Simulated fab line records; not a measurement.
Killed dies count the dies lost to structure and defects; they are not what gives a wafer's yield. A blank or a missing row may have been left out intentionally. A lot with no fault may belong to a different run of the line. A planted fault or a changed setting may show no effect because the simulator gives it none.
Which of the tools did it? | flow berkeley_cmos170 | 48 wafers from 16 lots sampled at 5 of the route's 331 steps

## WHAT EACH GAUGE READ, for each wafer
UCB170_SDANNEAL_RS_MEAS_02: the measuring method here is four-point-probe.
lot  | measured     | on            | PSD_RS (ohm/sq)
L674 | day 8 10:55  | film_metro-02 | 75.0 75.4 75.0
L677 | day 8 18:34  | film_metro-04 | 75.2 75.1 74.9
L675 | day 8 19:19  | film_metro-02 | 75.7 75.4 75.4
L676 | day 8 19:52  | film_metro-03 | 75.7 75.5 75.6
L681 | day 9 05:01  | film_metro-04 | 75.5 75.2 75.4
L678 | day 9 05:13  | film_metro-02 | 75.4 76.0 75.7
L679 | day 9 05:40  | film_metro-03 | 75.8 75.6 75.5
L680 | day 9 05:50  | film_metro-04 | 75.5 75.4 75.2
L682 | day 9 17:52  | film_metro-04 | 75.9 75.6 75.7
L684 | day 10 03:55 | film_metro-04 | 56.5 56.6 56.5
L685 | day 10 04:16 | film_metro-02 | 56.6 56.5 56.5
L687 | day 10 19:52 | film_metro-03 | 56.7 56.6 56.5
L688 | day 10 20:08 | film_metro-02 | 56.7 57.0 57.0
L692 | day 11 18:59 | film_metro-04 | 75.1 75.2 75.1
L694 | day 12 14:52 | film_metro-04 | 75.5 75.5 75.8
L696 | day 13 07:56 | film_metro-02 | 75.4 75.6 75.6

UCB170_SDANNEAL_RS_MEAS_03: the measuring method here is four-point-probe.
lot  | measured     | on            | NSD_RS (ohm/sq)
L674 | day 8 11:02  | film_metro-02 | 37.21 37.24 37.18
L677 | day 8 18:41  | film_metro-04 | 37.25 37.19 37.23
L675 | day 8 19:26  | film_metro-02 | 37.28 37.10 37.19
L676 | day 8 19:59  | film_metro-03 | 37.28 37.39 37.37
L681 | day 9 05:08  | film_metro-04 | 37.26 37.17 37.22
L678 | day 9 05:20  | film_metro-02 | 37.34 37.25 37.24
L679 | day 9 05:47  | film_metro-03 | 37.16 37.23 37.18
L680 | day 9 05:57  | film_metro-04 | 37.23 37.26 37.18
L682 | day 9 17:59  | film_metro-04 | 37.26 37.24 37.26
L684 | day 10 04:02 | film_metro-04 | 31.33 31.32 31.22
L685 | day 10 04:23 | film_metro-02 | 31.33 31.33 31.34
L687 | day 10 19:59 | film_metro-03 | 31.28 31.34 31.31
L688 | day 10 20:15 | film_metro-02 | 31.29 31.31 31.24
L692 | day 11 19:06 | film_metro-04 | 37.29 37.28 37.20
L694 | day 12 14:59 | film_metro-04 | 37.39 37.25 37.31
L696 | day 13 08:03 | film_metro-02 | 37.28 37.20 37.28

UCB170_SDANNEAL_RS_MEAS_04: the measuring method here is four-point-probe.
lot  | measured     | on            | PLDD_RS (ohm/sq)
L674 | day 8 11:10  | film_metro-02 | 1031.2 1033.2 1034.5
L677 | day 8 18:48  | film_metro-04 | 1031.0 1032.3 1032.5
L675 | day 8 19:33  | film_metro-02 | 1026.7 1030.8 1031.3
L676 | day 8 20:07  | film_metro-03 | 1032.8 1032.6 1034.2
L681 | day 9 05:16  | film_metro-04 | 1029.8 1030.2 1027.2
L678 | day 9 05:27  | film_metro-02 | 1037.7 1036.6 1033.9
L679 | day 9 05:54  | film_metro-03 | 1031.2 1030.5 1027.7
L680 | day 9 06:04  | film_metro-04 | 1030.2 1030.3 1030.2
L682 | day 9 18:07  | film_metro-04 | 1030.8 1031.7 1029.9
L684 | day 10 04:10 | film_metro-04 | 963.9 967.7 963.4
L685 | day 10 04:30 | film_metro-02 | 969.1 971.9 969.6
L687 | day 10 20:06 | film_metro-03 | 968.8 968.5 968.9
L688 | day 10 20:22 | film_metro-02 | 967.2 969.9 971.1
L692 | day 11 19:13 | film_metro-04 | 1030.8 1030.3 1026.1
L694 | day 12 15:07 | film_metro-04 | 1028.9 1026.9 1027.7
L696 | day 13 08:10 | film_metro-02 | 1033.4 1031.3 1033.5

UCB170_SDANNEAL_RS_MEAS_05: the measuring method here is four-point-probe.
lot  | measured     | on            | NLDD_RS (ohm/sq)
L674 | day 8 11:17  | film_metro-02 | 614.3 616.3 614.7
L677 | day 8 18:55  | film_metro-04 | 615.0 613.0 615.8
L675 | day 8 19:40  | film_metro-02 | 615.4 614.6 617.1
L676 | day 8 20:14  | film_metro-03 | 618.5 618.6 616.2
L681 | day 9 05:23  | film_metro-04 | 616.8 614.8 614.8
L678 | day 9 05:34  | film_metro-02 | 615.1 616.0 616.4
L679 | day 9 06:01  | film_metro-03 | 615.6 615.6 613.6
L680 | day 9 06:11  | film_metro-04 | 615.1 615.3 615.0
L682 | day 9 18:14  | film_metro-04 | 615.0 614.6 612.6
L684 | day 10 04:17 | film_metro-04 | 609.5 609.9 609.1
L685 | day 10 04:37 | film_metro-02 | 610.9 612.0 612.1
L687 | day 10 20:13 | film_metro-03 | 609.9 609.3 609.0
L688 | day 10 20:29 | film_metro-02 | 607.4 610.3 608.0
L692 | day 11 19:20 | film_metro-04 | 617.2 616.2 616.2
L694 | day 12 15:14 | film_metro-04 | 613.1 613.5 614.3
L696 | day 13 08:17 | film_metro-02 | 614.9 615.3 615.7

## EACH LOT AND THE TOOL THAT RAN IT (in order: tool; ch and the chambers of the sampled wafers; start)
lot  | UCB170_SDANNEAL_RTA_01
L674 | rtp_anneal-02 ch 0, day 8 10:51
L677 | rtp_anneal-01 ch 0, day 8 18:29
L675 | rtp_anneal-02 ch 0, day 8 19:15
L676 | rtp_anneal-02 ch 0, day 8 19:48
L681 | rtp_anneal-02 ch 0, day 9 04:57
L678 | rtp_anneal-01 ch 0, day 9 05:09
L679 | rtp_anneal-02 ch 0, day 9 05:35
L680 | rtp_anneal-01 ch 0, day 9 05:46
L682 | rtp_anneal-02 ch 0, day 9 17:48
L684 | rtp_anneal-02 ch 0, day 10 03:50
L685 | rtp_anneal-02 ch 0, day 10 04:12
L687 | rtp_anneal-02 ch 0, day 10 19:47
L688 | rtp_anneal-02 ch 0, day 10 20:04
L692 | rtp_anneal-01 ch 0, day 11 18:46
L694 | rtp_anneal-01 ch 0, day 12 14:49
L696 | rtp_anneal-02 ch 0, day 13 07:53
- UCB170_SDANNEAL_RTA_01: time 5 s.

## WHAT THE TOOLS THEMSELVES READ (means of the sampled wafers that have a number; where no wafer has one, the mark that the record gives instead)
UCB170_SDANNEAL_RTA_01.
lot  | tool          | lamp_power_pct (%) | wafer_temp_C_max
L674 | rtp_anneal-02 | 33.3               | 1056.1
L677 | rtp_anneal-01 | 35.0               | 1055.3
L675 | rtp_anneal-02 | 33.3               | 1055.5
L676 | rtp_anneal-02 | 33.3               | 1055.3
L681 | rtp_anneal-02 | 33.3               | 1055.2
L678 | rtp_anneal-01 | 35.0               | 1054.0
L679 | rtp_anneal-02 | 33.3               | 1055.6
L680 | rtp_anneal-01 | 35.0               | 1055.1
L682 | rtp_anneal-02 | 33.3               | 1056.8
L684 | rtp_anneal-02 | 33.3               | 1056.9
L685 | rtp_anneal-02 | 33.3               | 1056.4
L687 | rtp_anneal-02 | 33.3               | 1055.4
L688 | rtp_anneal-02 | 33.3               | 1055.5
L692 | rtp_anneal-01 | 35.0               | 1054.3
L694 | rtp_anneal-01 | 35.0               | 1053.5
L696 | rtp_anneal-02 | 33.3               | 1056.6

## THE ANSWER, worked out from the rows above alone
Rule: the usual values come from the lots themselves. Put in order of their means at a reading, lots are off if they are a third of the lots or fewer, leave a main group of 4 or more, and stand apart from it by a gap of 3 or more times the standard deviation of the main group's means; of several such gaps the widest counts. Not used: any main group whose means are identical at the precision the tables above print for the reading. A lot without any number at a reading at which 4 lots or more have one is off too. The other lots that the step has rows for count as sound. Order of review: gauges by route order, followed by the tools' own readings, for which a lot's mean as printed above is used. At the first step where some lot is off, the reading lying furthest off is the one used; lots without a number count as furthest.
Off: L684, L685, L687, L688, seen at UCB170_SDANNEAL_RS_MEAS_02 (PSD_RS). Main group: mean 75.4 ohm/sq, sd 0.22.
A tool fits if, at a process step before that reading, it ran every lot that is off, and no sound lot after the first of them. Those tools and the gauges at UCB170_SDANNEAL_RS_MEAS_02 are tried in the same way. None of those tried fits.

## WHAT THE SIMULATOR HAD INSERTED
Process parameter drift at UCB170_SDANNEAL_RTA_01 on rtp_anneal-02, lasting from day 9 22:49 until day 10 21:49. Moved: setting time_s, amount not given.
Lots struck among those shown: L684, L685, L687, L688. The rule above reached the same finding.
